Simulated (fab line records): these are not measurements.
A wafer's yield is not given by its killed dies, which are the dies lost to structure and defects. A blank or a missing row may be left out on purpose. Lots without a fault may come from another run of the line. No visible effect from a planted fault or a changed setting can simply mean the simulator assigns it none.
fab line records | flow rit-cmos
record: lots: 6 wafers: 18 last-day: 7
route steps=202 shown ACTIVE@11 FOX1@20 FOX2@23 NWELL@28 PWELL@39 WELLDRIVE@50 SILICIDE@161 M1@202
lots that met no fault: from a run of the same line without faults
start-h: start of the lot's first displayed wafer, in hours after the record's first day | wait-h: time in hours since the lot's previous step | " identical to the entry in the row above | L1.1+2: a single row standing in for several wafers | - no value, or no start given | * or withheld: withheld | < > ~ a bound
route shown NAME@n: names a module that has steps shown in the file, with the first one's number in the route | usual: average and standard deviation across the fault-free wafers | same: alike in all rows | chamber/n: place in a boat | sites: readings site by site | _std_site: the values' standard deviation | _edge_site: outer sites' mean less inner sites' | radius-mm: for every site, how far away it sits from the centre of the wafer | mask NAME#n: copy n | behind: tool/chamber where the wafer was last shaped | hold: why the lot was held/for how many hours/how that ended | device: which transistor (n, p or np) failed to switch | end of line: tests run on the same wafers once the route is complete | a step given without rows: its recipe and nothing more | killed: the dies lost at the first sort to structure and to defects; this is not the yield of the wafer | map: dies across one wafer; x = killed, . = not, _ = none there
set.NAME: the setting as run; set.NAME@STEP: as run at that earlier step | model.NAME: the simulator's own value behind a step, which no gauge read
a table for each step, a row for each wafer; lots at some steps of the route
services: when a tool's chamber went out of use (start-h, in hours from the record's first day, below 0 if earlier), for how many hours, and the reason
== steps ==
step: RIT_ACTIVE_DEVELOP_10
recipe: resist: NOVOLAK develop-time-s: 50 dev-temp-c: 23
step: RIT_ACTIVE_CD_MEAS_11
recipe: target-cd-nm: 1400
usual: cd-nm: 1399.7/2.2
columns lot.wafer tool chamber start-h wait-h cd-nm
L681.1 cd-sem-02 - 54.45 - 1401.0
L681.3 " - " " 1403.4
L681.4 " - " " 1400.5
L686.1 cd-sem-02 - 79.56 - 1400.5
L686.4 " - " " 1398.6
L686.6 " - " " 1399.7
L687.1 cd-sem-01 - 84.56 - 1402.3
L687.4 " - " " 1403.2
L687.6 " - " " 1404.3
L688.1 cd-sem-01 - 89.44 - 1400.4
L688.2 " - " " 1401.4
L688.5 " - " " 1399.7
L692.3 cd-sem-02 - 109.60 - 1399.6
L692.4 " - " " 1400.7
L692.6 " - " " 1399.1
L693.1 cd-sem-01 - 115.27 - 1402.4
L693.5 " - " " 1402.2
L693.6 " - " " 1403.8
step: RIT_ACTIVE_HARDBAKE_12
recipe: resist: NOVOLAK temp-c: 140 time-s: 60
step: RIT_ACTIVE_ETCH_13
recipe: stop-on: SiO2 chemistry: SF6 target: Si3N4 time-s: 210 over-etch-frac: 0.4 SF6_flow_sccm: 200 pressure-mtorr: 260 rf-w: 125 target-depth-a: 2100
usual: drypump-motor-current-A: 5.4/0.53 oes-product-au: 0.821/0.013 throttle-valve-pct: 7.47/0.082
columns lot.wafer tool chamber start-h wait-h drypump-motor-current-A oes-product-au rf-hours-counter-h throttle-valve-pct
L681.1 rie-diel-03 1 54.72 0.1 4.8 0.800 0 7.55
L681.3 " 2 " " 4.7 0.817 109 7.41
L681.4 " 0 " " 5.8 0.837 1 7.54
L686.1 rie-diel-02 1 79.83 0.1 5.7 0.831 3 7.44
L686.4 " 2 " " 6.1 0.845 91 7.61
L686.6 " 0 " " 6.4 0.834 - 7.29
L687.1 rie-diel-03 2 84.83 0.1 4.7 0.802 110 7.41
L687.4 " 0 " " 5.8 0.821 1 7.57
L687.6 " 0 " " 5.8 0.834 - 7.56
L688.1 rie-diel-04 0 89.71 0.1 6.4 0.832 136 7.31
L688.2 " 1 " " 5.5 0.836 154 7.50
L688.5 " 2 " " 5.7 0.812 - 7.39
L692.3 rie-diel-02 2 109.83 0.1 6.0 0.844 92 7.62
L692.4 " 3 " " 5.7 0.810 56 7.52
L692.6 " 2 " " 6.0 0.840 - 7.64
L693.1 rie-diel-04 2 115.54 0.1 5.6 0.792 131 7.39
L693.5 " 2 " " 5.6 0.800 - 7.39
L693.6 " 3 " " 5.4 0.828 - 7.44
step: RIT_ACTIVE_STRIP_14
recipe: chemistry: O2 time-s: 180 resist: NOVOLAK platen-temp-c: withheld power-w: 500 pressure-mtorr: 4000 o2-flow-sccm: 4000
usual: drypump-motor-current-A: 5.7/0.35 rf-refl-power-W: 6.2/0.57
columns lot.wafer tool chamber start-h wait-h drypump-motor-current-A rf-hours-counter-h rf-refl-power-W
L681.1 plasma-asher-04 0 54.86 0.1 5.5 25 5.9
L681.3 " 0 " " 5.5 - 6.0
L681.4 " 1 " " 5.3 - 5.6
L686.1 plasma-asher-04 0 79.97 0.1 5.4 28 6.1
L686.4 " 0 " " 5.5 - 6.2
L686.6 " 0 " " 5.5 - 6.2
L687.1 plasma-asher-01 1 84.97 0.1 6.2 45 6.7
L687.4 " 1 " " 6.2 - 6.3
L687.6 " 0 " " 5.6 - 6.9
L688.1 plasma-asher-04 1 89.84 0.1 5.3 29 5.7
L688.2 " 0 " " 5.5 29 6.0
L688.5 " 0 " " 5.5 - 5.8
L692.3 plasma-asher-02 1 110.03 0.1 5.5 - 5.8
L692.4 " 0 " " 6.1 - 5.8
L692.6 " 0 " " 6.1 - 5.6
L693.1 plasma-asher-02 1 115.68 0.1 5.5 46 5.8
L693.5 " 1 " " 5.5 - 5.7
L693.6 " 0 " " 6.1 - 6.1
step: RIT_ACTIVE_CD_MEAS_90
recipe: target-cd-nm: 1400
usual: cd-nm: 1399.6/2.3
columns lot.wafer tool chamber start-h wait-h cd-nm
L681.1 cd-sem-01 - 55.03 0.1 1401.1
L681.3 " - " " 1403.5
L681.4 " - " " 1400.7
L686.1 cd-sem-02 - 80.14 0.1 1400.5
L686.4 " - " " 1398.9
L686.6 " - " " 1399.3
L687.1 cd-sem-01 - 85.14 0.1 1401.9
L687.4 " - " " 1403.3
L687.6 " - " " 1404.2
L688.1 cd-sem-02 - 90.02 0.1 1400.4
L688.2 " - " " 1401.4
L688.5 " - " " 1400.0
L692.3 cd-sem-02 - 110.18 0.1 1399.7
L692.4 " - " " 1400.9
L692.6 " - " " 1399.0
L693.1 cd-sem-01 - 115.85 0.1 1402.4
L693.5 " - " " 1402.5
L693.6 " - " " 1404.3
step: RIT_ACTIVE_CLEAN_15
recipe: chemistry: SC1 mix: 3:3:50 time-s: 600 temp-c: 75
step: RIT_ACTIVE_CLEAN_16
recipe: chemistry: dHF dilution: 50:1 time-s: 30
step: RIT_ACTIVE_CLEAN_17
recipe: chemistry: SC2 mix: 3:3:50 time-s: 600 temp-c: 75 dry: n2-spin
step: RIT_FOX1_OXIDATION_00
recipe: temp-c: 1100 ambient: H2O target-thk-a: 3507 p-h2o-torr: 720 ox-time-s: 1130
step: RIT_FOX1_THK_MEAS_01
recipe: reads: SiO2_of_FOX1_OXIDATION_00
usual: FOX1_OXIDE_THK: 349/4.7
columns lot.wafer tool chamber start-h wait-h FOX1_OXIDE_THK[nm]
L681.1 film-metro-01 - 56.86 0.0 349
L681.3 " - " " 353
L681.4 " - " " 351
L686.1 film-metro-04 - 81.98 0.0 347
L686.4 " - " " 344
L686.6 " - " " 352
L687.1 film-metro-04 - 86.98 0.0 350
L687.4 " - " " 349
L687.6 " - " " 350
L688.1 film-metro-02 - 92.63 0.0 348
L688.2 " - " " 341
L688.5 " - " " 349
L692.3 film-metro-04 - 111.97 0.0 353
L692.4 " - " " 353
L692.6 " - " " 356
L693.1 film-metro-01 - 117.66 0.0 347
L693.5 " - " " 349
L693.6 " - " " 344
step: RIT_FOX1_WET_ETCH_02
recipe: chemistry: BOE target-depth-nm: 350 time-s: 390 temp-c: 21.5 dry: n2-spin dilution: 10:1 target: SiO2
step: RIT_FOX2_OXIDATION_00
recipe: temp-c: 1100 ambient: H2O target-thk-a: 3507 p-h2o-torr: 720 ox-time-s: 1130
usual: ox-temp-c-max: 1105.4/1.6 ox-time-s: 1130/0
columns lot.wafer tool chamber start-h wait-h ox-temp-c-max ox-time-s model.SiO2_of_FOX2_OXIDATION_00.thk-nm model.Si3N4_of_ACTIVE_CVD_03.thk-nm
L681.1 furnace-02 0 57.05 0.0 1106.5 1130 352.2 132.8
L681.3 " 0 " " 1105.9 1130 351 132.5
L681.4 " 0 " " 1107.8 1130 352.3 133
L686.1 furnace-02 0 82.16 0.0 1106.0 1130 342.6 132.2
L686.4 " 0 " " 1105.8 1130 342.9 132.3
L686.6 " 0 " " 1106.0 1130 342 131.9
L687.1 furnace-02 0 87.15 0.0 1105.8 508.5 213.3 133.5
L687.4 " 0 " " 1106.2 508.5 212.9 131
L687.6 " 0 " " 1105.9 508.5 217.8 132
L688.1 furnace-02 0 92.98 0.2 1105.9 508.5 214.7 134.5
L688.2 " 0 " " 1108.4 508.5 213.8 134.9
L688.5 " 0 " " 1106.0 508.5 214.3 135.1
L692.3 furnace-04 0 112.13 0.0 1106.0 1130 351.6 132.4
L692.4 " 0 " " 1104.9 1130 345.4 131.6
L692.6 " 0 " " 1104.2 1130 341.7 131.1
L693.1 furnace-03 0 117.83 0.0 1103.4 1130 361.4 128.6
L693.5 " 0 " " 1103.0 1130 352.1 130.2
L693.6 " 0 " " 1102.4 1130 355.7 128.3
step: RIT_FOX2_THK_MEAS_01
recipe: reads: SiO2_of_FOX2_OXIDATION_00
usual: FOX2_OXIDE_THK: 349/6.1
columns lot.wafer tool chamber start-h wait-h FOX2_OXIDE_THK[nm]
L681.1 film-metro-01 - 58.37 0.0 352
L681.3 " - " " 351
L681.4 " - " " 352
L686.1 film-metro-01 - 83.47 0.0 342
L686.4 " - " " 343
L686.6 " - " " 342
L687.1 film-metro-01 - 88.47 0.0 213
L687.4 " - " " 213
L687.6 " - " " 218
L688.1 film-metro-03 - 94.29 0.0 215
L688.2 " - " " 214
L688.5 " - " " 214
L692.3 film-metro-02 - 113.47 0.0 352
L692.4 " - " " 345
L692.6 " - " " 342
L693.1 film-metro-01 - 119.15 0.0 361
L693.5 " - " " 352
L693.6 " - " " 356
step: RIT_FOX2_CLEAN_02
recipe: chemistry: dHF dilution: 50:1 time-s: 180
columns lot.wafer tool chamber start-h wait-h model.Si3N4_of_ACTIVE_CVD_03.thk-nm
L681.1 wet-bench-01 1 58.43 0.1 132.4
L681.3 " 1 " " 132
L681.4 " 1 " " 132.6
L686.1 wet-bench-04 2 83.53 0.1 131.8
L686.4 " 2 " " 131.9
L686.6 " 2 " " 131.5
L687.1 wet-bench-04 2 88.53 0.1 133.1
L687.4 " 2 " " 130.6
L687.6 " 2 " " 131.6
L688.1 wet-bench-04 3 94.35 0.1 134
L688.2 " 3 " " 134.5
L688.5 " 3 " " 134.6
L692.3 wet-bench-04 2 113.51 0.0 132
L692.4 " 2 " " 131.1
L692.6 " 2 " " 130.6
L693.1 wet-bench-04 1 119.21 0.1 128.2
L693.5 " 1 " " 129.8
L693.6 " 1 " " 127.9
step: RIT_FOX2_WET_ETCH_03
recipe: chemistry: H3PO4 target: Si3N4 target-depth-nm: 195 temp-c: 165 time-s: 2700
step: RIT_FOX2_THK_MEAS_90
recipe: reads: SiO2_of_FOX2_OXIDATION_00
usual: FIELD_OXIDE_LEFT_1_THK: 322/6.2
columns lot.wafer tool chamber start-h wait-h FIELD_OXIDE_LEFT_1_THK[nm]
L681.1 film-metro-02 - 59.32 0.0 325
L681.3 " - " " 324
L681.4 " - " " 325
L686.1 film-metro-03 - 84.35 0.0 315
L686.4 " - " " 315
L686.6 " - " " 315
L687.1 film-metro-02 - 89.34 0.0 185
L687.4 " - " " 185
L687.6 " - " " 190
L688.1 film-metro-02 - 95.17 0.0 188
L688.2 " - " " 187
L688.5 " - " " 187
L692.3 film-metro-02 - 114.41 0.0 324
L692.4 " - " " 319
L692.6 " - " " 315
L693.1 film-metro-02 - 120.02 0.0 334
L693.5 " - " " 325
L693.6 " - " " 329
step: RIT_NWELL_HMDS_00
recipe: prime-time-s: 60 prime-temp-c: 140
step: RIT_NWELL_COAT_01
recipe: resist: NOVOLAK spin-rpm: 2000 resist-thk-nm: 1300
step: RIT_NWELL_SOFTBAKE_02
recipe: resist: NOVOLAK temp-c: 90 time-s: 60
step: RIT_NWELL_EXPOSE_03
recipe: mask-id: M2 na: 0.57 target-cd-nm: 43900 dose-mj: 250
step: RIT_NWELL_PEB_04
recipe: resist: NOVOLAK temp-c: withheld time-s: withheld
step: RIT_NWELL_DEVELOP_05
recipe: resist: NOVOLAK develop-time-s: 68 dev-temp-c: 23
step: RIT_NWELL_OVL_MEAS_06
usual: NWELL_OVL: -1.6/1.4
columns lot.wafer tool chamber start-h wait-h NWELL_OVL[nm]
L681.1 overlay-01 - 60.26 - -2.7
L681.3 " - " " -4.1
L681.4 " - " " -2.7
L686.1 overlay-01 - 85.29 - -2.7
L686.4 " - " " -0.2
L686.6 " - " " -1.6
L687.1 overlay-02 - 90.41 - -2.7
L687.4 " - " " -2.7
L687.6 " - " " -2.1
L688.1 overlay-02 - 96.23 - -4.4
L688.2 " - " " -2.7
L688.5 " - " " -4.8
L692.3 overlay-01 - 115.34 - 0.7
L692.4 " - " " -1.4
L692.6 " - " " -1.4
L693.1 overlay-01 - 120.96 - 0.1
L693.5 " - " " -1.2
L693.6 " - " " -2.4
step: RIT_NWELL_HARDBAKE_07
recipe: resist: NOVOLAK temp-c: 140 time-s: 120
step: RIT_NWELL_IMPLANT_08
recipe: species: P energy-kev: 170 dose-cm2: 5e+13 tilt-deg: 7
step: RIT_NWELL_STRIP_09
recipe: chemistry: O2 time-s: 180 resist: NOVOLAK platen-temp-c: withheld power-w: 500 pressure-mtorr: 4000 o2-flow-sccm: 4000
usual: drypump-motor-current-A: 5.5/0.38 rf-refl-power-W: 6.2/0.41
columns lot.wafer tool chamber start-h wait-h drypump-motor-current-A rf-hours-counter-h rf-refl-power-W
L681.1 plasma-asher-03 1 60.69 0.1 5.1 43 6.6
L681.3 " 0 " " 5.4 - 6.0
L681.4 " 1 " " 5.1 - 6.4
L686.1 plasma-asher-02 0 85.72 0.1 6.1 43 5.6
L686.4 " 0 " " 6.1 - 5.6
L686.6 " 0 " " 6.2 - 5.8
L687.1 plasma-asher-02 0 90.84 0.1 6.1 44 5.7
L687.4 " 1 " " 5.5 - 5.2
L687.6 " 1 " " 5.5 - 5.7
L688.1 plasma-asher-03 1 96.67 0.1 5.1 47 6.4
L688.2 " 0 " " 5.4 47 5.9
L688.5 " 1 " " 5.1 - 6.5
L692.3 plasma-asher-03 0 115.83 0.1 5.4 - 6.2
L692.4 " 1 " " 5.1 - 6.5
L692.6 " 0 " " 5.4 - 6.1
L693.1 plasma-asher-02 1 121.40 0.1 5.5 47 5.8
L693.5 " 0 " " 6.1 - 5.8
L693.6 " 1 " " 5.5 - 5.5
step: RIT_NWELL_TW_MEAS_10
usual: NWELL_TW: 2139/14
columns lot.wafer tool chamber start-h wait-h NWELL_TW
L681.1 film-metro-03 - 60.87 0.1 2139
L681.3 " - " " 2135
L681.4 " - " " 2119
L686.1 film-metro-04 - 85.90 0.1 2137
L686.4 " - " " 2132
L686.6 " - " " 2135
L687.1 film-metro-04 - 91.02 0.1 2143
L687.4 " - " " 2137
L687.6 " - " " 2139
L688.1 film-metro-02 - 96.85 0.1 2120
L688.2 " - " " 2130
L688.5 " - " " 2129
L692.3 film-metro-04 - 115.96 0.1 2163
L692.4 " - " " 2155
L692.6 " - " " 2157
L693.1 film-metro-02 - 121.58 0.1 2136
L693.5 " - " " 2131
L693.6 " - " " 2146
step: RIT_PWELL_HMDS_00
recipe: prime-time-s: 60 prime-temp-c: 140
step: RIT_PWELL_COAT_01
recipe: resist: NOVOLAK spin-rpm: 2000 resist-thk-nm: 1300
step: RIT_PWELL_SOFTBAKE_02
recipe: resist: NOVOLAK temp-c: 90 time-s: 60
step: RIT_PWELL_EXPOSE_03
recipe: mask-id: M3 na: 0.57 target-cd-nm: 43700 dose-mj: 250
step: RIT_PWELL_PEB_04
recipe: resist: NOVOLAK temp-c: withheld time-s: withheld
step: RIT_PWELL_DEVELOP_05
recipe: resist: NOVOLAK develop-time-s: 68 dev-temp-c: 23
step: RIT_PWELL_OVL_MEAS_06
usual: PWELL_OVL: -1.0/1.5
columns lot.wafer tool chamber start-h wait-h PWELL_OVL[nm]
L681.1 overlay-01 - 62.00 - -1.6
L681.3 " - " " -1.3
L681.4 " - " " -1.0
L686.1 overlay-02 - 87.02 - -3.7
L686.4 " - " " -2.7
L686.6 " - " " -3.4
L687.1 overlay-02 - 91.96 - -2.4
L687.4 " - " " -1.8
L687.6 " - " " -1.8
L688.1 overlay-02 - 97.91 - -0.4
L688.2 " - " " -2.1
L688.5 " - " " -0.7
L692.3 overlay-02 - 117.02 - -1.8
L692.4 " - " " -0.6
L692.6 " - " " -0.4
L693.1 overlay-01 - 122.64 - -0.6
L693.5 " - " " 1.2
L693.6 " - " " -3.3
step: RIT_PWELL_HARDBAKE_07
recipe: resist: NOVOLAK temp-c: 140 time-s: 120
step: RIT_PWELL_IMPLANT_08
recipe: species: B energy-kev: 170 dose-cm2: 7e+13 tilt-deg: 7
step: RIT_PWELL_STRIP_09
recipe: chemistry: O2 time-s: 180 resist: NOVOLAK platen-temp-c: withheld power-w: 500 pressure-mtorr: 4000 o2-flow-sccm: 4000
usual: drypump-motor-current-A: 5.35/0.27 rf-refl-power-W: 6.3/0.37
columns lot.wafer tool chamber start-h wait-h drypump-motor-current-A rf-hours-counter-h rf-refl-power-W
L681.1 plasma-asher-03 0 62.43 0.1 5.37 44 6.4
L681.3 " 1 " " 5.08 - 6.6
L681.4 " 0 " " 5.38 - 6.1
L686.1 plasma-asher-03 1 87.45 0.1 5.09 46 6.6
L686.4 " 0 " " 5.39 - 6.6
L686.6 " 0 " " 5.39 - 6.3
L687.1 plasma-asher-04 0 92.39 0.1 5.47 29 6.0
L687.4 " 0 " " 5.50 - 6.1
L687.6 " 1 " " 5.22 - 5.6
L688.1 plasma-asher-03 1 98.35 0.1 5.09 47 6.5
L688.2 " 0 " " 5.40 47 6.3
L688.5 " 0 " " 5.36 - 6.1
L692.3 plasma-asher-03 1 117.50 0.1 5.04 - 6.6
L692.4 " 0 " " 5.38 - 6.3
L692.6 " 0 " " 5.40 - 6.5
L693.1 plasma-asher-03 1 123.08 0.1 5.06 50 6.6
L693.5 " 1 " " 5.07 - 6.5
L693.6 " 0 " " 5.38 - 6.6
step: RIT_PWELL_TW_MEAS_10
usual: PWELL_TW: 947/5
columns lot.wafer tool chamber start-h wait-h PWELL_TW
L681.1 film-metro-03 - 62.61 0.1 948
L681.3 " - " " 945
L681.4 " - " " 943
L686.1 film-metro-04 - 87.63 0.1 949
L686.4 " - " " 945
L686.6 " - " " 947
L687.1 film-metro-04 - 92.57 0.1 949
L687.4 " - " " 951
L687.6 " - " " 945
L688.1 film-metro-02 - 98.52 0.1 945
L688.2 " - " " 943
L688.5 " - " " 948
L692.3 film-metro-02 - 117.64 0.1 945
L692.4 " - " " 946
L692.6 " - " " 944
L693.1 film-metro-04 - 123.25 0.1 949
L693.5 " - " " 954
L693.6 " - " " 956
step: RIT_WELLDRIVE_ANNEAL_00
recipe: temp-c: 1100 time-s: 14700 ambient: N2
step: RIT_WELLDRIVE_RS_MEAS_01
recipe: thk-meas-gauge: four-point-probe
usual: NWELL_RS: 275.3/0.82
columns lot.wafer tool chamber start-h wait-h NWELL_RS[ohm/sq]
L681.1 film-metro-02 - 67.77 0.0 274.5
L681.3 " - " " 274.5
L681.4 " - " " 275.7
L686.1 film-metro-03 - 92.77 0.0 275.8
L686.4 " - " " 276.5
L686.6 " - " " 276.0
L687.1 film-metro-04 - 97.71 0.0 275.4
L687.4 " - " " 276.6
L687.6 " - " " 275.0
L688.1 film-metro-04 - 104.38 0.0 275.6
L688.2 " - " " 276.3
L688.5 " - " " 276.0
L692.3 film-metro-02 - 122.80 0.0 274.1
L692.4 " - " " 274.4
L692.6 " - " " 274.4
L693.1 film-metro-04 - 128.39 0.0 276.3
L693.5 " - " " 276.2
L693.6 " - " " 275.9
step: RIT_WELLDRIVE_RS_MEAS_02
recipe: thk-meas-gauge: four-point-probe
usual: PWELL_RS: 429.4/1.2
columns lot.wafer tool chamber start-h wait-h PWELL_RS[ohm/sq]
L681.1 film-metro-02 - 67.89 0.1 427.3
L681.3 " - " " 427.9
L681.4 " - " " 430.5
L686.1 film-metro-03 - 92.89 0.1 430.3
L686.4 " - " " 429.3
L686.6 " - " " 430.0
L687.1 film-metro-04 - 97.83 0.1 429.5
L687.4 " - " " 429.2
L687.6 " - " " 428.2
L688.1 film-metro-04 - 104.50 0.1 428.8
L688.2 " - " " 429.2
L688.5 " - " " 428.4
L692.3 film-metro-02 - 122.92 0.1 430.3
L692.4 " - " " 428.8
L692.6 " - " " 428.0
L693.1 film-metro-04 - 128.51 0.1 428.8
L693.5 " - " " 429.5
L693.6 " - " " 429.6
step: RIT_FOX2_THK_MEAS_91
recipe: reads: SiO2_of_FOX2_OXIDATION_00
usual: FIELD_OXIDE_LEFT_2_THK: 254/6.2
columns lot.wafer tool chamber start-h wait-h FIELD_OXIDE_LEFT_2_THK[nm]
L681.1 film-metro-03 - 71.72 0.0 257
L681.3 " - " " 256
L681.4 " - " " 257
L686.1 film-metro-03 - 96.67 0.0 246
L686.4 " - " " 247
L686.6 " - " " 246
L687.1 film-metro-01 - 101.68 0.0 117
L687.4 " - " " 116
L687.6 " - " " 122
L688.1 film-metro-01 - 108.59 0.0 120
L688.2 " - " " 119
L688.5 " - " " 119
L692.3 film-metro-02 - 126.90 0.0 256
L692.4 " - " " 250
L692.6 " - " " 246
L693.1 film-metro-02 - 132.60 0.0 266
L693.5 " - " " 257
L693.6 " - " " 260
step: RIT_SILICIDE_WET_ETCH_00
recipe: chemistry: BOE target: SiO2 target-depth-nm: 14 time-s: 15 dry: n2-spin dilution: 10:1 temp-c: 21.5
columns lot.wafer tool chamber start-h wait-h model.SiO2_of_FOX2_OXIDATION_00.thk-nm
L681.1 wet-bench-04 0 90.52 0.1 154.2
L681.3 " 0 " " 153.4
L681.4 " 0 " " 151.9
L686.1 wet-bench-04 0 116.01 0.1 143.5
L686.4 " 0 " " 142.1
L686.6 " 0 " " 140.7
L687.1 wet-bench-04 0 120.44 0.1 12.62
L687.4 " 0 " " 12.09
L687.6 " 0 " " 16.3
L688.1 wet-bench-01 3 126.09 0.1 12.99
L688.2 " 3 " " 14.97
L688.5 " 3 " " 13.41
L692.3 wet-bench-04 1 145.29 0.1 152.2
L692.4 " 1 " " 145.4
L692.6 " 1 " " 142.4
L693.1 wet-bench-04 3 150.44 0.1 161.1
L693.5 " 3 " " 152.7
L693.6 " 3 " " 155.7
step: RIT_M1_PROBE_99
usual: killed-at-front-end: 7/3.1 killed-dies: 7/3.1 killed-on-rim: 1.8/1.4 killed-open: 3.3/1.9 killed-short: 3.3/2
same: gross-dies: 264 killed_at_M0_to_M3: 0 killed_at_M4_up: 0 killed-at-back-side: 0 killed-at-contacts: 0 killed-at-other: 0
columns lot.wafer tool chamber start-h wait-h killed-at-front-end killed-dies killed-on-rim killed-open killed-short model.etest.nldd.width-nm model.etest.pldd.width-nm model.etest.pplus-sal.width-nm model.etest.nplus-sal.width-nm model.etest.pwell.rs-ohm-sq model.etest.nmos-narrow.drive-ua-um model.etest.field-n.vt-v model.etest.field-p-metal.vt-v
L681.1 prober-01 - 97.53 0.1 1 1 0 1 0 3198 3180 3437 3424 411.9 228.3 35.02 -31.08
L681.3 prober-01 - 97.63 0.2 11 11 2 6 5 3176 3172 3401 3410 415.5 222.3 34.86 -31.12
L681.4 prober-01 - 97.68 0.2 2 2 0 1 1 3194 3175 3455 3465 412.8 220.9 34.8 -30.73
L686.1 prober-01 - 122.77 0.1 7 7 3 3 4 3206 3201 3448 3450 419.6 225.5 33.38 -30.98
L686.4 prober-01 - 122.92 0.2 4 4 2 2 2 3203 3194 3461 3447 416.8 231.5 33.5 -30.76
L686.6 prober-01 - 123.02 0.2 8 8 4 4 4 3184 3168 3446 3452 416 225.6 33.27 -30.71
L687.1 prober-01 - 127.60 0.1 7 7 2 5 2 3294 3287 3529 3536 385.4 239.4 20.09 -44.57
L687.4 prober-01 - 127.75 0.2 1 1 0 0 1 3308 3297 3550 3541 386.8 242.9 20.09 -43.73
L687.6 prober-01 - 127.85 0.2 8 8 1 5 3 3260 3284 3564 3530 389.4 239.5 20.61 -43.42
L688.1 prober-01 - 133.05 0.1 0 0 0 0 0 3264 3251 3577 3556 386 249.5 20.32 -42.54
L688.2 prober-01 - 133.10 0.1 3 3 1 2 1 3289 3269 3541 3557 385.5 260.4 20.27 -43.62
L688.5 prober-01 - 133.25 0.2 6 6 1 3 3 3278 3268 3543 3522 384.1 247.1 20.24 -43.6
L692.3 prober-01 - 153.54 0.2 5 5 1 2 3 3184 3163 3436 3423 415.6 222.8 34.63 -28.84
L692.4 prober-01 - 153.59 0.2 8 8 4 6 2 3175 3183 3442 3446 407.8 223.7 33.88 -28.77
L692.6 prober-01 - 153.69 0.2 14 14 2 6 8 3176 3190 3453 3447 413.2 222.9 33.39 -29.06
L693.1 prober-01 - 158.56 0.1 3 3 0 1 2 3174 3186 3467 3435 415.3 225.5 35.99 -28.98
L693.5 prober-01 - 158.76 0.2 2 2 0 1 1 3184 3195 3421 3446 419.4 224.8 34.8 -30.04
L693.6 prober-01 - 158.81 0.2 14 14 3 5 9 3189 3180 3461 3436 419.2 229.2 35.28 -29.79
killed by level:class
L681.1 FOX1:geometric-particle:open=1
L681.3 REOX:geometric-particle:open=3 SILICIDE:geometric-particle:short=3 GATE:geometric-particle:open=2 FOX2:geometric-particle:open=1 GATE:geometric-particle:short=1 REOX:geometric-particle:short=1
L681.4 GATE:geometric-particle:open=1 REOX:geometric-particle:short=1
L686.1 GATE:geometric-particle:short=2 REOX:geometric-particle:open=2 SILICIDE:geometric-particle:short=1 REOX:geometric-particle:short=1 SILICIDE:geometric-particle:open=1
L686.4 FOX1:geometric-particle:short=1 GATE:geometric-particle:open=1 SPACER:geometric-particle:short=1 SILICIDE:geometric-particle:open=1
L686.6 GATE:geometric-particle:short=3 FOX2:geometric-particle:open=2 GATE:geometric-particle:open=2 SPACER:geometric-particle:short=1
L687.1 GATE:geometric-particle:open=2 SILICIDE:geometric-particle:open=2 FOX1:geometric-particle:short=1 REOX:geometric-particle:open=1 REOX:geometric-particle:short=1
L687.4 SPACER:geometric-particle:short=1
L687.6 SPACER:geometric-particle:open=3 FOX1:geometric-particle:short=2 FOX2:geometric-particle:open=1 GATE:geometric-particle:short=1 REOX:geometric-particle:open=1
L688.1
L688.2 REOX:geometric-particle:short=1 REOX:geometric-particle:open=1 SPACER:geometric-particle:open=1
L688.5 GATE:geometric-particle:short=2 FOX1:geometric-particle:open=1 FOX2:geometric-particle:open=1 GATE:geometric-particle:open=1 REOX:geometric-particle:short=1
L692.3 FOX1:geometric-particle:open=1 FOX1:geometric-particle:short=1 FOX2:geometric-particle:short=1 GATE:geometric-particle:short=1 SPACER:geometric-particle:open=1
L692.4 GATE:geometric-particle:open=3 FOX1:geometric-particle:open=1 FOX2:geometric-particle:short=1 FOX2:geometric-particle:open=1 REOX:geometric-particle:short=1 SILICIDE:geometric-particle:open=1
L692.6 FOX1:geometric-particle:open=3 REOX:geometric-particle:short=3 FOX2:geometric-particle:short=2 GATE:geometric-particle:short=2 FOX1:geometric-particle:short=1 FOX2:geometric-particle:open=1 REOX:geometric-particle:open=1 SILICIDE:geometric-particle:open=1
L693.1 GATE:geometric-particle:short=2 GATE:geometric-particle:open=1
L693.5 FOX1:geometric-particle:open=1 REOX:geometric-particle:short=1
L693.6 GATE:geometric-particle:short=5 SILICIDE:geometric-particle:open=3 GATE:geometric-particle:open=2 SILICIDE:geometric-particle:short=2 FOX1:geometric-particle:short=1 SPACER:geometric-particle:short=1
== services ==
columns tool chamber start-h hours kind
rie-diel-04 - 38.62 1.4 repair
plasma-asher-01 - 48.14 0.6 repair
furnace-03 - 67.77 4.2 pm
rie-diel-04 2 75.73 3.9 repair
rie-diel-04 - 85.46 1.3 repair
furnace-03 - 88.29 3.0 pm
furnace-04 - 98.13 3.6 pm
rie-diel-04 3 100.90 8.7 repair
plasma-asher-01 - 108.75 9.0 pm
plasma-asher-01 0 108.75 9.0 vent-cycle
plasma-asher-01 1 108.75 9.0 vent-cycle
plasma-asher-01 - 111.80 4.2 repair
plasma-asher-01 0 117.75 - clean
plasma-asher-01 1 117.75 - clean
rie-diel-04 1 121.16 - clean
rie-diel-04 1 121.16 15.9 scheduled-down
rie-diel-04 1 121.16 15.9 vent-cycle
rie-diel-04 - 131.15 0.5 repair
== key ==
first-sign: step: RIT_FOX2_OXIDATION_00 reading: ox-time-s direction: down sigmas: 99+ usual: * struck: *
effect: step: RIT_FOX2_THK_MEAS_01 reading: FOX2_OXIDE_THK direction: down sigmas: 22 usual: 349 struck: 214
effect: step: RIT_FOX2_THK_MEAS_90 reading: FIELD_OXIDE_LEFT_1_THK direction: down sigmas: 22 usual: 322 struck: 187
effect: step: RIT_FOX2_THK_MEAS_91 reading: FIELD_OXIDE_LEFT_2_THK direction: down sigmas: 22 usual: 254 struck: 119
model-effect: step: RIT_FOX2_OXIDATION_00 value: SiO2_of_FOX2_OXIDATION_00.thk-nm without: 352.3 struck: 214.5
model-effect: step: RIT_FOX2_CLEAN_02 value: Si3N4_of_ACTIVE_CVD_03.thk-nm without: 130.5 struck: 133.1
model-effect: step: RIT_SILICIDE_WET_ETCH_00 value: SiO2_of_FOX2_OXIDATION_00.thk-nm without: 151.4 struck: 13.73
model-effect: step: RIT_M1_PROBE_99 value: etest.nldd.width-nm without: 3177 struck: 3282
met-at RIT_FOX2_OXIDATION_00
struck-wafers L687.1,L687.4,L687.6,L688.1,L688.2,L688.5
tester-left-out L687,L688
onset-between 82.16 87.15
fault: kind: process-parameter-drift tool: furnace-02 chamber: - onset-h: 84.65 steps: RIT_FOX2_OXIDATION_00 channel: ox-time-s offset: * shape: step end-h: 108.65 acts-in: * stated: *
tester-left-out: of these lots the tester's yield and bins aren't shown, on N5 and GAA mostly nor the transistor test; their killed dies are dies lost to structure and defects alone, not to doping, threshold or leakage, so they don't give the yield
